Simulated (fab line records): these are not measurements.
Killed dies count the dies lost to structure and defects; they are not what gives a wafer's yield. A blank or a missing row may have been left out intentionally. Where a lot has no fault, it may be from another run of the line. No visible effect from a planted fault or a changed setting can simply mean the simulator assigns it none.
fab line records ; flow rit-cmos
record: lots: 7; wafers: 21; last-day: 7
route steps=202 shown SILICIDE@163 CONTACT@168 M1@202
lots that met no fault: from a run of the same line without faults
start-h: the number of hours between the record's first day and the start of the first shown wafer of the lot ; wait-h: hours since the lot's step before ; " as in the row above ; L1.1+2: one row covering several wafers at once ; - no value, or no start was given ; * or withheld: withheld ; < > ~ a bound
route shown NAME@n: a module of which the file shows steps, and the number in the route of the first ; usual: average and standard deviation across the fault-free wafers ; same: alike in all rows ; chamber/n: place in a boat ; sites: the reading at each site ; _std_site: the standard deviation of these ; _edge_site: outer sites' mean less inner sites' ; radius-mm: for every site, how far away it sits from the centre of the wafer ; mask NAME#n: copy n ; behind: the tool/chamber that last shaped the wafer ; hold: why the lot was held/for how many hours/how that ended ; device: which transistor (n, p or np) failed to switch ; end of line: the same wafers' tests at the end of the route ; a step given without rows: its recipe and nothing more ; killed: the dies lost at the first sort to structure and to defects; this is not the yield of the wafer ; map: a wafer's dies, marking killed ones x, the rest . and places with no die _
set.NAME: the setting as run; set.NAME@STEP: as run at that earlier step ; model.NAME: the simulator's own value behind a step, which no gauge read
lots seen at some steps along the route; tables by step, rows by wafer
services: a tool's chamber out of use, with start hour (start-h, from the record's first day; less than 0 if before it), hours out, and reason
== steps ==
step: RIT_SILICIDE_RS_MEAS_02
recipe: thk-meas-gauge: four-point-probe; reads: Ti_of_SILICIDE_SPUTTER_01
usual: SILICIDE_TI_RS: 47.7/0.61
lot.wafer;tool;chamber;start-h;wait-h;SILICIDE_TI_RS[ohm/sq]
L383.1;film-metro-02;-;73.25;0.1;47.5
L383.5;film-metro-02;-;73.25;0.1;47.0
L383.6;film-metro-02;-;73.25;0.1;47.1
L394.1;film-metro-01;-;140.82;0.1;47.4
L394.2;film-metro-01;-;140.82;0.1;47.1
L394.4;film-metro-01;-;140.82;0.1;47.2
L395.1;film-metro-01;-;147.89;0.1;47.6
L395.3;film-metro-01;-;147.89;0.1;47.2
L395.5;film-metro-01;-;147.89;0.1;47.3
L397.1;film-metro-01;-;149.29;0.1;48.6
L397.4;film-metro-01;-;149.29;0.1;47.8
L397.5;film-metro-01;-;149.29;0.1;48.0
L396.3;film-metro-02;-;149.41;0.1;47.4
L396.4;film-metro-02;-;149.41;0.1;47.3
L396.6;film-metro-02;-;149.41;0.1;47.0
L398.1;film-metro-03;-;161.23;0.1;48.1
L398.3;film-metro-03;-;161.23;0.1;48.0
L398.5;film-metro-03;-;161.23;0.1;48.3
L400.1;film-metro-02;-;162.72;0.1;48.2
L400.5;film-metro-02;-;162.72;0.1;48.2
L400.6;film-metro-02;-;162.72;0.1;48.4
step: RIT_SILICIDE_THK_MEAS_03
recipe: thk-meas-gauge: xrf; reads: Ti_of_SILICIDE_SPUTTER_01
usual: SILICIDE_TI_THK: 30.0/0.34
lot.wafer;tool;chamber;start-h;wait-h;SILICIDE_TI_THK[nm]
L383.1;film-metro-02;-;73.37;0.1;30.1
L383.5;film-metro-02;-;73.37;0.1;30.4
L383.6;film-metro-02;-;73.37;0.1;30.4
L394.1;film-metro-01;-;140.94;0.1;30.3
L394.2;film-metro-01;-;140.94;0.1;30.4
L394.4;film-metro-01;-;140.94;0.1;30.4
L395.1;film-metro-01;-;148.01;0.1;30.1
L395.3;film-metro-01;-;148.01;0.1;30.3
L395.5;film-metro-01;-;148.01;0.1;30.4
L397.1;film-metro-01;-;149.41;0.1;29.5
L397.4;film-metro-01;-;149.41;0.1;29.8
L397.5;film-metro-01;-;149.41;0.1;30.0
L396.3;film-metro-02;-;149.51;0.1;30.2
L396.4;film-metro-02;-;149.51;0.1;30.2
L396.6;film-metro-02;-;149.51;0.1;30.2
L398.1;film-metro-03;-;161.35;0.1;29.7
L398.3;film-metro-03;-;161.35;0.1;29.7
L398.5;film-metro-03;-;161.35;0.1;29.5
L400.1;film-metro-02;-;162.84;0.1;29.6
L400.5;film-metro-02;-;162.84;0.1;29.8
L400.6;film-metro-02;-;162.84;0.1;29.6
step: RIT_SILICIDE_RTA_04
recipe: temp-c: 650; time-s: 10; idle-temp-c: 25; ramp-up-s: 5; ramp-down-s: 5; cool-to-c: 25; ambient: N2
usual: wafer_temp_C_max: 652.4/1.1
same: time-s: 10
lot.wafer;tool;chamber;start-h;wait-h;wafer_temp_C_max
L383.1;rtp-anneal-02;0;73.43;0.1;652.9
L383.5;rtp-anneal-02;0;73.43;0.1;652.3
L383.6;rtp-anneal-02;0;73.43;0.1;653.4
L394.1;rtp-anneal-01;0;141.00;0.1;651.9
L394.2;rtp-anneal-01;0;141.00;0.1;651.7
L394.4;rtp-anneal-01;0;141.00;0.1;651.2
L395.1;rtp-anneal-02;0;148.07;0.1;654.4
L395.3;rtp-anneal-02;0;148.07;0.1;653.6
L395.5;rtp-anneal-02;0;148.07;0.1;653.7
L397.1;rtp-anneal-01;0;149.47;0.1;651.8
L397.4;rtp-anneal-01;0;149.47;0.1;651.7
L397.5;rtp-anneal-01;0;149.47;0.1;652.0
L396.3;rtp-anneal-01;0;149.57;0.1;651.8
L396.4;rtp-anneal-01;0;149.57;0.1;652.1
L396.6;rtp-anneal-01;0;149.57;0.1;651.8
L398.1;rtp-anneal-02;0;161.41;0.1;653.9
L398.3;rtp-anneal-02;0;161.41;0.1;653.2
L398.5;rtp-anneal-02;0;161.41;0.1;653.1
L400.1;rtp-anneal-01;0;162.90;0.1;652.0
L400.5;rtp-anneal-01;0;162.90;0.1;651.8
L400.6;rtp-anneal-01;0;162.90;0.1;651.5
step: RIT_SILICIDE_WET_ETCH_05
recipe: chemistry: SPM; target: Ti; temp-c: 90; time-s: 120; dry: n2-spin
step: RIT_SILICIDE_RTA_06
recipe: temp-c: 750; time-s: 10; idle-temp-c: 25; ramp-up-s: 5; ramp-down-s: 10; cool-to-c: 25; ambient: N2
usual: wafer_temp_C_max: 753.4/1.6
same: time-s: 10
lot.wafer;tool;chamber;start-h;wait-h;wafer_temp_C_max
L383.1;rtp-anneal-01;0;73.54;0.0;751.6
L383.5;rtp-anneal-01;0;73.54;0.0;751.8
L383.6;rtp-anneal-01;0;73.54;0.0;752.8
L394.1;rtp-anneal-02;0;141.10;0.0;755.1
L394.2;rtp-anneal-02;0;141.10;0.0;754.8
L394.4;rtp-anneal-02;0;141.10;0.0;754.8
L395.1;rtp-anneal-01;0;148.18;0.0;751.6
L395.3;rtp-anneal-01;0;148.18;0.0;751.8
L395.5;rtp-anneal-01;0;148.18;0.0;752.0
L397.1;rtp-anneal-01;0;149.62;0.0;751.4
L397.4;rtp-anneal-01;0;149.62;0.0;751.5
L397.5;rtp-anneal-01;0;149.62;0.0;751.3
L396.3;rtp-anneal-01;0;149.71;0.0;752.2
L396.4;rtp-anneal-01;0;149.71;0.0;752.3
L396.6;rtp-anneal-01;0;149.71;0.0;751.9
L398.1;rtp-anneal-01;0;161.52;0.0;751.8
L398.3;rtp-anneal-01;0;161.52;0.0;751.9
L398.5;rtp-anneal-01;0;161.52;0.0;752.5
L400.1;rtp-anneal-02;0;163.01;0.0;755.1
L400.5;rtp-anneal-02;0;163.01;0.0;755.0
L400.6;rtp-anneal-02;0;163.01;0.0;755.4
step: RIT_CONTACT_CVD_00
recipe: material: SiO2; target-thk-nm: 400; precursor: TEOS; temp-c: 390; time-s: 63.55; rf-w: 400
usual: heater-power-w: 305/39
same: time-s: 63.55
lot.wafer;tool;chamber;start-h;wait-h;heater-power-w
L383.1;pecvd-03;1;73.60;0.1;370
L383.5;pecvd-03;2;73.60;0.1;266
L383.6;pecvd-03;1;73.60;0.1;378
L394.1;pecvd-02;1;141.17;0.1;335
L394.2;pecvd-02;2;141.17;0.1;298
L394.4;pecvd-02;2;141.17;0.1;315
L395.1;pecvd-03;1;148.25;0.1;296
L395.3;pecvd-03;2;148.25;0.1;302
L395.5;pecvd-03;1;148.25;0.1;324
L397.1;pecvd-02;0;149.68;0.1;274
L397.4;pecvd-02;1;149.68;0.1;345
L397.5;pecvd-02;2;149.68;0.1;370
L396.3;pecvd-01;2;149.75;0.0;314
L396.4;pecvd-01;2;149.75;0.0;321
L396.6;pecvd-01;1;149.75;0.0;317
L398.1;pecvd-03;0;161.59;0.1;338
L398.3;pecvd-03;1;161.59;0.1;310
L398.5;pecvd-03;1;161.59;0.1;333
L400.1;pecvd-01;1;163.08;0.1;306
L400.5;pecvd-01;2;163.08;0.1;323
L400.6;pecvd-01;0;163.08;0.1;332
step: RIT_CONTACT_THK_MEAS_01
recipe: reads: SiO2_of_CONTACT_CVD_00
usual: CONTACT_TEOS_THK: 417/4.5
lot.wafer;tool;chamber;start-h;wait-h;CONTACT_TEOS_THK[nm]
L383.1;film-metro-03;-;73.65;0.0;407
L383.5;film-metro-03;-;73.65;0.0;418
L383.6;film-metro-03;-;73.65;0.0;421
L394.1;film-metro-02;-;141.22;0.0;415
L394.2;film-metro-02;-;141.22;0.0;411
L394.4;film-metro-02;-;141.22;0.0;418
L395.1;film-metro-04;-;148.30;0.0;411
L395.3;film-metro-04;-;148.30;0.0;409
L395.5;film-metro-04;-;148.30;0.0;417
L397.1;film-metro-03;-;149.73;0.0;417
L397.4;film-metro-03;-;149.73;0.0;421
L397.5;film-metro-03;-;149.73;0.0;419
L396.3;film-metro-04;-;149.82;0.0;414
L396.4;film-metro-04;-;149.82;0.0;415
L396.6;film-metro-04;-;149.82;0.0;419
L398.1;film-metro-04;-;161.64;0.0;414
L398.3;film-metro-04;-;161.64;0.0;417
L398.5;film-metro-04;-;161.64;0.0;423
L400.1;film-metro-03;-;163.13;0.0;416
L400.5;film-metro-03;-;163.13;0.0;427
L400.6;film-metro-03;-;163.13;0.0;421
step: RIT_CONTACT_HMDS_02
recipe: prime-time-s: 60; prime-temp-c: 140
step: RIT_CONTACT_COAT_03
recipe: resist: NOVOLAK; spin-rpm: 3250; resist-thk-nm: 1000
step: RIT_CONTACT_SOFTBAKE_04
recipe: resist: NOVOLAK; temp-c: 90; time-s: 60
step: RIT_CONTACT_EXPOSE_05
recipe: mask-id: M11; na: 0.6; source-shape: conventional; sigma-outer: 0.5; target-cd-nm: 1000; dose-mj: 250
step: RIT_CONTACT_PEB_06
recipe: resist: NOVOLAK; temp-c: withheld; time-s: withheld
step: RIT_CONTACT_DEVELOP_07
recipe: resist: NOVOLAK; develop-time-s: 120; dev-temp-c: 23
usual: chill-plate-temp-C: 23.00/0.1; developer-temp-C: 23.01/0.11
lot.wafer;tool;chamber;start-h;wait-h;chill-plate-temp-C;developer-temp-C
L383.1;litho-track-01;0;74;-;22.94;22.94
L383.5;litho-track-01;0;74;-;23.04;23.01
L383.6;litho-track-01;0;74;-;22.95;22.85
L394.1;litho-track-03;0;142;-;23.17;23.17
L394.2;litho-track-03;0;142;-;23.16;23.12
L394.4;litho-track-03;0;142;-;23.16;23.07
L395.1;litho-track-03;0;149;-;23.09;25.52
L395.3;litho-track-03;0;149;-;22.92;25.35
L395.5;litho-track-03;0;149;-;23.02;25.44
L397.1;litho-track-03;0;150;-;23.02;25.56
L397.4;litho-track-03;0;150;-;23.16;25.48
L397.5;litho-track-03;0;151;-;23.15;25.65
L396.3;litho-track-01;0;151;-;23.04;22.83
L396.4;litho-track-01;0;151;-;23.08;22.99
L396.6;litho-track-01;0;151;-;22.84;22.89
L398.1;litho-track-03;0;162;-;23.05;25.27
L398.3;litho-track-03;0;162;-;22.84;25.32
L398.5;litho-track-03;0;162;-;23.02;25.29
L400.1;litho-track-02;0;163;-;23.02;23.12
L400.5;litho-track-02;0;164;-;23.05;23.08
L400.6;litho-track-02;0;164;-;22.96;23.03
step: RIT_CONTACT_CD_MEAS_08
recipe: target-cd-nm: 1000
usual: cd-nm: 1000.0/2.7
lot.wafer;tool;chamber;start-h;wait-h;cd-nm
L383.1;cd-sem-02;-;74.68;-;1005.9
L383.5;cd-sem-02;-;74.68;-;1001.9
L383.6;cd-sem-02;-;74.68;-;1005.2
L394.1;cd-sem-01;-;142.37;-;994.7
L394.2;cd-sem-01;-;142.37;-;993.3
L394.4;cd-sem-01;-;142.37;-;997.2
L395.1;cd-sem-02;-;149.33;-;985.8
L395.3;cd-sem-02;-;149.33;-;983.7
L395.5;cd-sem-02;-;149.33;-;982.4
L397.1;cd-sem-02;-;151.09;-;985.8
L397.4;cd-sem-02;-;151.09;-;987.1
L397.5;cd-sem-02;-;151.09;-;988.2
L396.3;cd-sem-01;-;151.31;-;1001.1
L396.4;cd-sem-01;-;151.31;-;999.0
L396.6;cd-sem-01;-;151.31;-;1001.1
L398.1;cd-sem-02;-;162.83;-;993.1
L398.3;cd-sem-02;-;162.83;-;992.2
L398.5;cd-sem-02;-;162.83;-;991.5
L400.1;cd-sem-02;-;164.15;-;1000.0
L400.5;cd-sem-02;-;164.15;-;999.1
L400.6;cd-sem-02;-;164.15;-;998.7
step: RIT_CONTACT_OVL_MEAS_09
usual: CONTACT_OVL: -0.2/1.3
lot.wafer;tool;chamber;start-h;wait-h;CONTACT_OVL[nm]
L383.1;overlay-02;-;74.80;0.1;1.1
L383.5;overlay-02;-;74.80;0.1;-0.1
L383.6;overlay-02;-;74.80;0.1;1.6
L394.1;overlay-02;-;142.49;0.1;-1.7
L394.2;overlay-02;-;142.49;0.1;-2.2
L394.4;overlay-02;-;142.49;0.1;0.1
L395.1;overlay-02;-;149.45;0.1;1.6
L395.3;overlay-02;-;149.45;0.1;1.2
L395.5;overlay-02;-;149.45;0.1;-0.6
L397.1;overlay-01;-;151.21;0.1;-1.5
L397.4;overlay-01;-;151.21;0.1;1.3
L397.5;overlay-01;-;151.21;0.1;-1.2
L396.3;overlay-02;-;151.40;0.1;0.8
L396.4;overlay-02;-;151.40;0.1;0.0
L396.6;overlay-02;-;151.40;0.1;-1.2
L398.1;overlay-01;-;162.95;0.1;-0.4
L398.3;overlay-01;-;162.95;0.1;0.1
L398.5;overlay-01;-;162.95;0.1;-1.4
L400.1;overlay-01;-;164.27;0.1;0.3
L400.5;overlay-01;-;164.27;0.1;0.1
L400.6;overlay-01;-;164.27;0.1;0.6
step: RIT_CONTACT_HARDBAKE_10
recipe: resist: NOVOLAK; temp-c: 140; time-s: 60
step: RIT_CONTACT_ETCH_11
recipe: target-depth-a: 4800; over-etch-frac: 0.2; stop-on: TiSi2; chemistry: CHF3/CF4/Ar; target: SiO2; CHF3_flow_sccm: 50; cf4-flow-sccm: 10; Ar_flow_sccm: 100; O2_flow_sccm: 5; pressure-mtorr: 100; rf-w: 200; time-s: 320
usual: drypump-motor-current-A: 5.8/0.5; oes-product-au: 1.001/0.017; throttle-valve-pct: 8.90/0.092
same: time-s: 320
lot.wafer;tool;chamber;start-h;wait-h;drypump-motor-current-A;oes-product-au;rf-hours-counter-h;throttle-valve-pct;model.CONTACT.cd-nm
L383.1;rie-diel-04;0;74.99;0.1;5.1;0.998;2;8.75;1006
L383.5;rie-diel-04;3;74.99;0.1;6.1;0.975;-;8.87;1002
L383.6;rie-diel-04;2;74.99;0.1;6.3;0.998;-;8.77;-
L394.1;rie-diel-04;2;142.68;0.1;6.3;1.006;82;8.77;994.6
L394.2;rie-diel-04;3;142.68;0.1;6.1;0.965;102;8.87;993.3
L394.4;rie-diel-04;0;142.68;0.1;5.1;1.015;3;8.74;997.1
L395.1;rie-diel-04;3;149.63;0.1;6.1;0.971;102;8.89;985.8
L395.3;rie-diel-04;1;149.63;0.1;5.2;0.990;8;8.86;983.3
L395.5;rie-diel-04;0;149.63;0.1;5.1;1.007;-;8.75;982.4
L397.1;rie-diel-01;3;151.87;0.1;6.1;1.010;129;8.98;985.9
L397.4;rie-diel-01;0;151.87;0.1;6.0;1.017;32;8.82;987
L397.5;rie-diel-01;3;151.87;0.1;6.1;1.008;-;9.00;987.8
L396.3;rie-diel-02;1;151.88;0.1;5.5;0.990;7;9.04;1001
L396.4;rie-diel-02;2;151.88;0.1;6.7;1.008;104;8.92;999.7
L396.6;rie-diel-02;3;151.88;0.1;5.2;1.016;-;8.89;1001
L398.1;rie-diel-04;1;163.13;0.1;5.2;1.005;8;8.85;992.9
L398.3;rie-diel-04;0;163.13;0.1;5.0;1.005;4;8.75;992
L398.5;rie-diel-04;0;163.13;0.1;5.1;1.009;-;8.75;991.5
L400.1;rie-diel-02;1;164.46;0.1;5.5;0.995;7;9.07;999.5
L400.5;rie-diel-02;0;164.46;0.1;5.3;1.004;-;9.00;999.2
L400.6;rie-diel-02;1;164.46;0.1;5.5;0.994;-;9.06;998.9
step: RIT_CONTACT_STRIP_12
recipe: chemistry: O2; time-s: 180; resist: NOVOLAK; platen-temp-c: withheld; power-w: 500; pressure-mtorr: 4000; o2-flow-sccm: 4000
usual: drypump-motor-current-A: 6.0/0.74
same: time-s: 180
lot.wafer;tool;chamber;start-h;wait-h;drypump-motor-current-A;rf-hours-counter-h
L383.1;plasma-asher-02;1;75.18;0.1;5.2;45
L383.5;plasma-asher-02;1;75.18;0.1;5.2;-
L383.6;plasma-asher-02;0;75.18;0.1;5.4;-
L394.1;plasma-asher-02;0;142.87;0.1;5.4;52
L394.2;plasma-asher-02;1;142.87;0.1;5.2;52
L394.4;plasma-asher-02;0;142.87;0.1;5.4;-
L395.1;plasma-asher-02;0;149.83;0.1;5.4;53
L395.3;plasma-asher-02;0;149.83;0.1;5.4;-
L395.5;plasma-asher-02;1;149.83;0.1;5.2;-
L397.1;plasma-asher-02;1;152.07;0.1;5.2;53
L397.4;plasma-asher-02;0;152.07;0.1;5.4;-
L397.5;plasma-asher-02;0;152.07;0.1;5.4;-
L396.3;plasma-asher-04;0;152.14;0.2;6.7;-
L396.4;plasma-asher-04;1;152.14;0.2;6.6;-
L396.6;plasma-asher-04;0;152.14;0.2;6.7;-
L398.1;plasma-asher-04;0;163.33;0.1;6.8;47
L398.3;plasma-asher-04;0;163.33;0.1;6.7;-
L398.5;plasma-asher-04;1;163.33;0.1;6.6;-
L400.1;plasma-asher-04;0;164.65;0.1;6.8;48
L400.5;plasma-asher-04;0;164.65;0.1;6.8;-
L400.6;plasma-asher-04;1;164.65;0.1;6.6;-
step: RIT_M1_PROBE_99
usual: killed_at_M0_to_M3: 0.0/0.14; killed-at-contacts: 0.1/0.29; killed-at-front-end: 7/3.1; killed-dies: 7/3.1; killed-on-rim: 1.8/1.3; killed-open: 3.4/1.9; killed-short: 3.6/2.1
same: gross-dies: 264; killed_at_M4_up: 0; killed-at-back-side: 0; killed-at-other: 0
lot.wafer;tool;chamber;start-h;wait-h;killed_at_M0_to_M3;killed-at-contacts;killed-at-front-end;killed-dies;killed-on-rim;killed-open;killed-short;model.etest.nmos_0p3.r-on-ohm-um;model.etest.nmos-turned.drive-ua-um;model.etest.nmos_0p15.drive-ua-um;model.etest.nmos-narrow.drive-ua-um;model.etest.nmos_0p3.drive-ua-um;model.etest.contact-to-gate.bv-left-v;model.etest.contact-to-gate.bv-right-v;model.etest.retro-edge-nmos.off-log10-a-um
L383.1;prober-02;-;79.85;0.1;0;0;8;8;0;2;6;2176;313.2;469.6;237.7;230.5;89.59;88.55;-9.822
L383.5;prober-02;-;80.05;0.2;0;1;10;11;2;4;7;2161;305.1;466.8;234.6;229;90.05;88.17;-9.897
L383.6;prober-02;-;80.10;0.2;0;0;12;12;2;8;4;2155;306.1;470.9;236;228.4;90.34;88.36;-9.874
L394.1;prober-02;-;147.66;0.1;1;0;8;9;1;5;3;2176;304.8;462.5;224.9;220.2;91.8;93.76;-9.762
L394.2;prober-02;-;147.71;0.1;0;0;3;3;1;1;2;2188;310.3;466.6;225.3;222.3;91.54;96.17;-9.933
L394.4;prober-02;-;147.81;0.2;0;0;6;6;2;2;4;2174;313.1;465.2;223.7;220.3;91.44;91.11;-10.03
L395.1;prober-02;-;155.02;0.1;0;0;8;8;2;5;3;2179;307.5;459.5;227.1;218.5;94.73;94.14;-10.13
L395.3;prober-02;-;155.12;0.2;0;0;3;3;1;0;3;2191;297.8;451.9;227.5;218.6;93.39;92.92;-10.46
L395.5;prober-02;-;155.22;0.2;0;0;11;11;5;6;5;2179;297.9;457.3;228;217.4;93.46;92.74;-10.38
L397.1;prober-01;-;156.90;0.1;0;0;8;8;1;4;4;2246;294.3;446.6;225.1;214.1;94.11;93.85;-10.42
L397.4;prober-01;-;157.05;0.2;0;0;11;11;6;5;6;2236;298.1;447;219.7;213.3;93.8;94.73;-10.33
L397.5;prober-01;-;157.10;0.2;0;0;12;12;5;7;5;2223;299.1;444.6;227.6;217.6;91.87;93.88;-10.65
L396.3;prober-02;-;158.50;0.2;0;0;8;8;3;2;6;2137;294.5;472.5;240;229.8;92.15;91.21;-9.805
L396.4;prober-02;-;158.55;0.2;0;0;8;8;1;3;5;2150;306;469.5;245.3;235.1;91.53;89.53;-9.92
L396.6;prober-02;-;158.65;0.2;0;0;13;13;2;8;5;2171;298.8;473.1;240.1;228.2;91.62;90.74;-9.782
L398.1;prober-02;-;168.24;0.1;0;0;12;12;0;8;3;2237;284.7;453;225.9;217.6;91.52;91.92;-10.48
L398.3;prober-02;-;168.34;0.2;0;0;8;8;4;3;5;2255;273.5;436.6;223.6;212.8;91.95;93.29;-10.77
L398.5;prober-02;-;168.44;0.2;0;0;3;3;0;2;1;2249;278.9;441.5;224.1;216.6;92.55;91.79;-10.86
L400.1;prober-02;-;169.74;0.1;0;0;4;4;2;3;1;2127;331.8;460.6;236.1;231.3;90.83;90.83;-10.08
L400.5;prober-02;-;169.94;0.2;0;0;5;5;2;3;2;2084;331.4;477.6;239.7;233.5;88.03;90.1;-10.26
L400.6;prober-02;-;169.99;0.2;0;0;6;6;2;4;2;2138;327;470.3;235.6;228.8;89.74;89.77;-10.09
killed by level:class
L383.1 GATE:geometric-particle:short=3 SILICIDE:geometric-particle:short=3 REOX:geometric-particle:open=2
L383.5 SPACER:geometric-particle:short=3 GATE:geometric-particle:short=2 FOX1:geometric-particle:short=1 FOX1:geometric-particle:open=1 GATE:geometric-particle:open=1 REOX:geometric-particle:open=1 SPACER:geometric-particle:open=1 CONTACT:geometric-particle:short=1
L383.6 SILICIDE:geometric-particle:open=3 FOX1:geometric-particle:open=2 GATE:geometric-particle:short=2 SPACER:geometric-particle:open=2 SILICIDE:geometric-particle:short=2 REOX:geometric-particle:open=1
L394.1 GATE:geometric-particle:open=2 GATE:geometric-particle:short=2 SPACER:geometric-particle:open=2 FOX2:geometric-particle:short=1 REOX:geometric-particle:open=1 M1:coat-microbubble-printed=1
L394.2 GATE:geometric-particle:short=1 GATE:geometric-particle:open=1 REOX:geometric-particle:short=1
L394.4 GATE:geometric-particle:open=2 SPACER:geometric-particle:short=2 FOX1:geometric-particle:short=1 GATE:geometric-particle:short=1
L395.1 FOX1:geometric-particle:open=2 GATE:geometric-particle:open=2 FOX1:geometric-particle:short=1 FOX2:geometric-particle:short=1 REOX:geometric-particle:open=1 SPACER:geometric-particle:short=1
L395.3 FOX1:geometric-particle:short=1 GATE:geometric-particle:short=1 SPACER:geometric-particle:short=1
L395.5 GATE:geometric-particle:open=5 GATE:geometric-particle:short=3 FOX1:geometric-particle:short=2 FOX1:geometric-particle:open=1
L397.1 GATE:geometric-particle:short=2 REOX:geometric-particle:open=2 FOX1:geometric-particle:short=1 FOX1:geometric-particle:open=1 SPACER:geometric-particle:short=1 SPACER:geometric-particle:open=1
L397.4 GATE:geometric-particle:open=3 FOX1:geometric-particle:short=2 SPACER:geometric-particle:short=2 FOX2:geometric-particle:short=1 FOX2:geometric-particle:open=1 GATE:geometric-particle:short=1 SPACER:geometric-particle:open=1
L397.5 SPACER:geometric-particle:open=4 FOX1:geometric-particle:short=2 GATE:geometric-particle:open=1 GATE:geometric-particle:short=1 REOX:geometric-particle:open=1 REOX:geometric-particle:short=1 SPACER:geometric-particle:short=1 SILICIDE:geometric-particle:open=1
L396.3 GATE:geometric-particle:short=4 FOX1:geometric-particle:short=1 FOX2:geometric-particle:short=1 REOX:geometric-particle:open=1 SPACER:geometric-particle:open=1
L396.4 FOX1:geometric-particle:short=3 GATE:geometric-particle:short=1 GATE:geometric-particle:open=1 REOX:geometric-particle:open=1 SILICIDE:geometric-particle:short=1 SILICIDE:geometric-particle:open=1
L396.6 GATE:geometric-particle:open=5 GATE:geometric-particle:short=3 FOX2:geometric-particle:open=2 FOX1:geometric-particle:short=1 REOX:geometric-particle:open=1 REOX:geometric-particle:short=1
L398.1 FOX2:geometric-particle:open=3 REOX:geometric-particle:open=3 FOX1:geometric-particle:open=1 GATE:geometric-particle:open=1 REOX:geometric-particle:short=1 SPACER:geometric-particle:short=1 SILICIDE:geometric-particle:short=1 GATE:coat-microbubble-printed=1
L398.3 GATE:geometric-particle:short=4 FOX2:geometric-particle:open=1 GATE:geometric-particle:open=1 SPACER:geometric-particle:short=1 SILICIDE:geometric-particle:open=1
L398.5 GATE:geometric-particle:open=2 REOX:geometric-particle:short=1
L400.1 FOX2:geometric-particle:open=2 FOX2:geometric-particle:short=1 SILICIDE:geometric-particle:open=1
L400.5 SPACER:geometric-particle:open=2 GATE:geometric-particle:open=1 GATE:geometric-particle:short=1 REOX:geometric-particle:short=1
L400.6 FOX2:geometric-particle:open=2 FOX1:geometric-particle:open=1 FOX2:geometric-particle:short=1 SILICIDE:geometric-particle:short=1 SILICIDE:geometric-particle:open=1
== services ==
tool;chamber;start-h;hours;kind
pecvd-03;-;71.24;0.2;repair
rie-diel-01;1;77.86;14.2;repair
rie-diel-02;0;81.97;1.7;repair
rie-diel-02;1;94.60;15.5;repair
litho-track-03;-;100.37;-;consumable-replace:filter
rie-diel-04;1;105.06;19.3;repair
pecvd-02;-;105.65;1.0;repair
rie-diel-02;1;112.11;13.2;repair
rie-diel-04;-;112.98;0.6;repair
rie-diel-04;2;120.54;1.5;repair
plasma-asher-04;-;121.84;3.7;pm
rie-diel-01;2;142.01;5.6;repair
plasma-asher-02;-;145.29;0.8;repair
rie-diel-04;2;147.35;6.5;repair
rtp-anneal-02;-;148.14;4.1;pm
pecvd-02;-;156.25;2.8;pm
== key ==
first-sign: step: RIT_CONTACT_DEVELOP_07; reading: developer-temp-C; direction: up; sigmas: 23; usual: *; struck: *
effect: step: RIT_CONTACT_CD_MEAS_08; reading: cd-nm; direction: down; sigmas: 4.6; usual: 1000.0; struck: 987.7; through: control-loop
model-effect: step: RIT_CONTACT_ETCH_11; value: CONTACT.cd-nm; without: 999; struck: 987.6
model-effect: step: RIT_M1_PROBE_99; value: etest.nmos_0p3.r-on-ohm-um; without: 2164; struck: 2222
met-at RIT_CONTACT_DEVELOP_07
struck-wafers L395.1,L395.3,L395.5,L397.1,L397.4,L397.5,L398.1,L398.3,L398.5
tester-left-out L395,L397,L398
loop-trim: step: RIT_CONTACT_EXPOSE_05; setting: dose; lots: L398
onset-between 142 149
earlier-fault: kind: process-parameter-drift; tool: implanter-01; chamber: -; onset-h: 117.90; steps: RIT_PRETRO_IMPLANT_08; channel: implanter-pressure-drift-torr; offset: 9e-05; shape: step; end-h: 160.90
earlier-fault: kind: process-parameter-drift; tool: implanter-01; chamber: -; onset-h: 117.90; steps: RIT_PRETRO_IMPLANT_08; channel: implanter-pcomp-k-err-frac; offset: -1; shape: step; end-h: 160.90
fault: kind: process-parameter-drift; tool: litho-track-03; chamber: -; onset-h: 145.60; steps: RIT_CONTACT_DEVELOP_07; channel: dev-temp-c; offset: *; shape: step; acts-in: *; stated: *
tester-left-out: of these lots the tester's yield and bins aren't shown, on N5 and GAA mostly nor the transistor test; their killed dies are dies lost to structure and defects alone, not to doping, threshold or leakage, so they don't give the yield
loop-trim: a control loop set the setting to another value than it would have without faults
